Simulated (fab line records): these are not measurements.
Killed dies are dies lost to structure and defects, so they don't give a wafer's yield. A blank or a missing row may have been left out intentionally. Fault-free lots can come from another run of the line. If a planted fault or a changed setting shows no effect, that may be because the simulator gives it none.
Lot-split experiment ; flow berkeley cmos170 ; on a route of 331 steps: 5 lots, 27 wafers read

== THE SPLIT ITSELF ==
At UCB170_SPACER_ANNEAL_02 (time 1800 s), the setting time s was moved away from the recipe's 1800 s on 24 of the 27 wafers read, by -31.6% to +36.8%. This setting was run at the recipe's value on the other wafers.

== FROM THE SPLIT TO THE READING: what the file shows between them, 2 steps ==
- UCB170_SPACER_ETCHBACK_03: etches SiO2 in CHF3/CF4/Ar, stops on Si, target depth 376 nm, time 100 s
- UCB170_PSD_HMDS_00: prime time 60 s

== THE READING ==
PLDD_RS in ohm/sq, measured at UCB170_SDANNEAL_RS_MEAS_04 by four-point-probe. On this fab line, fault-free wafers typically give 1031.2 ohm/sq with a standard deviation of 2.3 ohm/sq.

wafer;tool, chamber at the split;time s as run, s;against the recipe;PLDD_RS, ohm/sq;against lot-mates on the recipe
L074.1;-, -;2199;+22.2%;1012.9;no lot-mate on the recipe
L074.2;-, -;2199;+22.2%;1014.5;no lot-mate on the recipe
L074.3;-, -;2199;+22.2%;1013.8;no lot-mate on the recipe
L074.4;-, -;2199;+22.2%;1014.4;no lot-mate on the recipe
L074.5;-, -;2199;+22.2%;1014.7;no lot-mate on the recipe
L074.6;-, -;2199;+22.2%;1016.2;no lot-mate on the recipe
L075.1;-, -;2463;+36.8%;1004.6;no lot-mate on the recipe
L075.2;-, -;2463;+36.8%;1007.6;no lot-mate on the recipe
L075.3;-, -;2463;+36.8%;1011.0;no lot-mate on the recipe
L075.4;-, -;2463;+36.8%;1008.0;no lot-mate on the recipe
L075.5;-, -;2463;+36.8%;1008.5;no lot-mate on the recipe
L075.6;-, -;2463;+36.8%;1008.9;no lot-mate on the recipe
L076.2;furnace-02, 0;1800;recipe;1031.3;-
L076.3;furnace-02, 0;1800;recipe;1031.3;-
L076.4;furnace-02, 0;1800;recipe;1025.2;-
L077.1;-, -;1232;-31.6%;1056.6;no lot-mate on the recipe
L077.2;-, -;1232;-31.6%;1057.8;no lot-mate on the recipe
L077.3;-, -;1232;-31.6%;1057.2;no lot-mate on the recipe
L077.4;-, -;1232;-31.6%;1057.4;no lot-mate on the recipe
L077.5;-, -;1232;-31.6%;1053.7;no lot-mate on the recipe
L077.6;-, -;1232;-31.6%;1060.2;no lot-mate on the recipe
L080.1;-, -;1270;-29.4%;1053.8;no lot-mate on the recipe
L080.2;-, -;1270;-29.4%;1052.5;no lot-mate on the recipe
L080.3;-, -;1270;-29.4%;1053.3;no lot-mate on the recipe
L080.4;-, -;1270;-29.4%;1054.9;no lot-mate on the recipe
L080.5;-, -;1270;-29.4%;1054.9;no lot-mate on the recipe
L080.6;-, -;1270;-29.4%;1054.4;no lot-mate on the recipe

THE FIT
A straight line over all 27 wafers: PLDD_RS changes by -0.73 ohm/sq for each +1% of time s; r = -0.99; the points scatter about the line by 2.7 ohm/sq.
Too few moved wafers with a lot-mate on the recipe to fit a line net of each lot's own level.

== THE FILE'S OWN FIT ==
PLDD_RS changes by -0.73 ohm/sq for each +1% of time s, r = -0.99.
